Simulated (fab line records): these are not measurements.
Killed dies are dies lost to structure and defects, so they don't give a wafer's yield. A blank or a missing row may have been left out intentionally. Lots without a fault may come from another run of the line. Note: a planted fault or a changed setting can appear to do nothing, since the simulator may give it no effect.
What tool caused it? | flow berkeley_cmos170 | 48 wafers from 16 lots sampled at 5 of the route's 331 steps

## WHAT THE GAUGES READ, wafer by wafer
UCB170_ACTIVE_OVL_MEAS_14. Usual: ACTIVE_OVL gives -2 nm (standard deviation 5.4).
lot  | measured    | on         | ACTIVE_OVL (nm) | flag
L833 | day 5 00:22 | overlay-01 | -4 -8 -8        |
L834 | day 5 01:05 | overlay-01 | 0 -7 0          |
L836 | day 5 07:15 | overlay-01 | -4 -4 4         |
L837 | day 5 15:02 | overlay-02 | -6 -1 -2        |
L839 | day 6 11:38 | overlay-01 | -8 0 4          |
L844 | day 7 07:10 | overlay-01 | -12 -7 -2       |
L846 | day 7 21:58 | overlay-02 | 1 3 -3          |
L847 | day 7 22:04 | overlay-01 | -3 0 1          |
L845 | day 7 22:41 | overlay-01 | -4 -2 -6        |
L849 | day 8 05:58 | overlay-02 | 3 15 8          |
L850 | day 8 06:10 | overlay-01 | -6 1 -3         |
L848 | day 8 06:14 | overlay-02 | 0 2 5           |
L851 | day 8 14:23 | overlay-01 | -9 -14 -7       |
L853 | day 9 03:32 | overlay-02 | -5 2 -4         |
L852 | day 9 04:01 | overlay-01 | -4 -5 1         |
L856 | day 9 22:39 | overlay-02 | 1 1 -2          |

UCB170_PFIELD_OVL_MEAS_06. Usual: PFIELD_OVL gives 2 nm (standard deviation 5.1).
lot  | measured     | on         | PFIELD_OVL (nm) | flag
L833 | day 5 03:14  | overlay-02 | 2 -1 8          |
L834 | day 5 03:31  | overlay-02 | 1 10 2          |
L836 | day 5 12:07  | overlay-01 | 2 1 2           |
L837 | day 5 17:32  | overlay-02 | -1 -8 -6        |
L839 | day 6 17:16  | overlay-01 | 12 15 7         |
L844 | day 7 08:45  | overlay-01 | -1 1 1          |
L846 | day 8 00:08  | overlay-02 | 3 -4 5          |
L847 | day 8 00:24  | overlay-01 | 1 2 6           |
L845 | day 8 00:33  | overlay-02 | -3 -3 -5        |
L849 | day 8 08:14  | overlay-02 | 12 11 10        |
L850 | day 8 09:58  | overlay-01 | 3 2 -2          |
L848 | day 8 09:46  | overlay-02 | -9 0 -4         |
L851 | day 8 17:43  | overlay-02 | -3 -5 -4        |
L853 | day 9 05:31  | overlay-02 | 1 -1 6          |
L852 | day 9 05:58  | overlay-02 | 8 2 3           |
L856 | day 10 03:28 | overlay-01 | -6 -5 -2        |

UCB170_SCREENOX_THK_MEAS_02. Usual: SCREENOX_OXIDE_THK gives 14.21 nm (standard deviation 0.24).
lot  | measured     | on            | SCREENOX_OXIDE_THK (nm) | flag
L833 | day 6 11:37  | film_metro-02 | 14.11 13.97 14.02       |
L834 | day 6 11:34  | film_metro-02 | 14.06 14.19 13.82       |
L836 | day 6 18:46  | film_metro-04 | 14.54 14.63 14.84       |
L837 | day 7 03:02  | film_metro-01 | 14.14 14.05 14.12       |
L839 | day 7 22:57  | film_metro-01 | 14.08 14.09 13.83       |
L844 | day 8 14:02  | film_metro-02 | 14.30 14.36 14.37       |
L846 | day 9 07:32  | film_metro-01 | 13.97 14.12 13.87       |
L847 | day 9 07:31  | film_metro-04 | 14.66 14.33 14.37       |
L845 | day 9 07:30  | film_metro-02 | 14.44 14.18 14.14       |
L849 | day 9 16:11  | film_metro-02 | 5.92 6.07 5.98          | OFF
L850 | day 9 16:11  | film_metro-01 | 6.00 6.00 5.94          | OFF
L848 | day 9 16:10  | film_metro-04 | 5.74 5.80 5.96          | OFF
L851 | day 10 02:11 | film_metro-01 | 5.99 6.03 6.15          | OFF
L853 | day 10 14:40 | film_metro-01 | 14.07 14.50 14.47       |
L852 | day 10 14:41 | film_metro-04 | 14.40 14.71 14.54       |
L856 | day 11 07:42 | film_metro-01 | 14.10 14.30 13.95       |

UCB170_FIELD_THK_MEAS_91. Usual: FIELD_OXIDE_LEFT_2_THK gives 353 nm (standard deviation 12).
lot  | measured     | on            | FIELD_OXIDE_LEFT_2_THK (nm) | flag
L833 | day 6 21:10  | film_metro-04 | 364 369 360                 |
L834 | day 6 19:46  | film_metro-02 | 371 376 374                 |
L836 | day 7 03:07  | film_metro-02 | 342 336 344                 |
L837 | day 7 12:45  | film_metro-04 | 323 326 310                 |
L839 | day 8 10:03  | film_metro-03 | 362 364 353                 |
L844 | day 8 23:08  | film_metro-02 | 345 344 344                 |
L846 | day 9 17:14  | film_metro-03 | 354 342 350                 |
L847 | day 9 17:28  | film_metro-02 | 356 360 361                 |
L845 | day 9 16:56  | film_metro-04 | 347 356 347                 |
L849 | day 10 04:44 | film_metro-03 | 367 366 362                 |
L850 | day 10 04:10 | film_metro-03 | 355 364 360                 |
L848 | day 10 04:29 | film_metro-03 | 347 350 359                 |
L851 | day 10 13:24 | film_metro-03 | 344 338 344                 |
L853 | day 11 02:53 | film_metro-02 | 359 361 363                 |
L852 | day 11 02:53 | film_metro-04 | 367 360 357                 |
L856 | day 11 20:45 | film_metro-02 | 350 349 348                 |

## WHAT TOOL EACH LOT RAN ON (gives the tool, then ch and the chambers of the sampled wafers, and finally the start)
lot  | UCB170_SCREENOX_OXIDATION_01
L833 | furnace-04 ch 0, day 6 09:50
L834 | furnace-04 ch 0, day 6 09:50
L836 | furnace-02 ch 0, day 6 17:06
L837 | furnace-04 ch 0, day 7 01:22
L839 | furnace-02 ch 0, day 7 21:15
L844 | furnace-01 ch 0, day 8 12:22
L846 | furnace-04 ch 0, day 9 05:50
L847 | furnace-04 ch 0, day 9 05:50
L845 | furnace-04 ch 0, day 9 05:50
L849 | furnace-04 ch 0, day 9 14:30
L850 | furnace-04 ch 0, day 9 14:30
L848 | furnace-04 ch 0, day 9 14:30
L851 | furnace-04 ch 0, day 10 00:31
L853 | furnace-02 ch 0, day 10 13:00
L852 | furnace-02 ch 0, day 10 13:00
L856 | furnace-02 ch 0, day 11 06:02
- UCB170_SCREENOX_OXIDATION_01: target thk 14.4 nm, ox time 2400 s.

## AS READ BY THE TOOLS THEMSELVES (means over the sampled wafers that have a number; for cases with no such wafer, the mark the record gives instead)
The record holds no such reading with a usual standard deviation.

## THE ANSWER, worked out from the rows above alone
Rule: a lot counts as off when the mean over its wafers that have a number is more than 3 standard deviations away from the usual mean. Also off: a lot with no number at a reading for which 4 or more lots have one. The other lots that the step has rows for count as sound. Order of review: gauges by route order, followed by the tools' own readings, for which a lot's mean as printed above is used. At the first step where some lot is off, the reading lying furthest off is the one used; lots without a number count as furthest.
Off: L849, L850, L848, L851, at UCB170_SCREENOX_THK_MEAS_02 (SCREENOX_OXIDE_THK).
If a tool, at a process step before that reading, ran all the lots that are off and no sound lot after the first of them, it fits. Those tools and the gauges at UCB170_SCREENOX_THK_MEAS_02 are tried in the same way. One fits: furnace-04 at UCB170_SCREENOX_OXIDATION_01. A fault onset in the window from L845 (day 9 05:50, its last sound lot) to L848 (day 9 14:30, its first lot off) fits.

## WHAT THE SIMULATOR PUT IN
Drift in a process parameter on furnace-04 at UCB170_SCREENOX_OXIDATION_01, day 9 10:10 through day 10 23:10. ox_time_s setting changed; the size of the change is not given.
Lots struck among those shown: L849, L850, L848, L851. The same result came from the rule above.
